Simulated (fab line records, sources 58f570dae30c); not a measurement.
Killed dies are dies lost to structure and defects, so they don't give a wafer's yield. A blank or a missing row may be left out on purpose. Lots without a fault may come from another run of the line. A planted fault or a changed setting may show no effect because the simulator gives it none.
Which tool did it? | flow berkeley_cmos170 | 12 lots, 36 wafers sampled, at 1 step of a route of 331

WHAT THE GAUGES READ, wafer by wafer
UCB170_START_BOW_MEAS_00.
lot  | measured    | on            | INCOMING_BOW (um)
L075 | day 1 15:00 | film_metro-03 | 4 -2 7
L077 | day 2 01:04 | film_metro-01 | 5 3 5
L079 | day 2 11:01 | film_metro-01 | 5 -8 4
L081 | day 2 21:01 | film_metro-01 | -3 0 15
L083 | day 3 07:01 | film_metro-03 | -2 1 -3
L085 | day 3 17:02 | film_metro-02 | 1 0 -2
L087 | day 4 03:01 | film_metro-02 | 2 -5 -14
L089 | day 4 13:02 | film_metro-03 | -1 4 8
L091 | day 4 23:01 | film_metro-01 | 3 3 -2
L093 | day 5 09:01 | film_metro-02 | -1 1 -6
L095 | day 5 19:01 | film_metro-03 | 1 2 1
L097 | day 6 05:00 | film_metro-03 | -2 5 -6

WHICH TOOL RAN EACH LOT (tool, then ch and the chambers of the sampled wafers, then the start)
The record holds no process step before these readings.

THE ANSWER, worked out from the rows above alone
Rule: what is usual is taken from the lots themselves. Put in order of their means at a reading, lots are off if they are a third of the lots or fewer, leave a main group of 4 or more, and stand apart from it by a gap of 3 or more times the standard deviation of the main group's means; of several such gaps the widest counts. A main group whose means are all the same, to the digits that the tables above print for the reading, isn't used. A lot without any number at a reading at which 4 lots or more have one is off too. The other lots that the step has rows for count as sound.
No lot is off at any reading shown: from this, nothing can be told.

WHAT THE SIMULATOR HAD PUT IN
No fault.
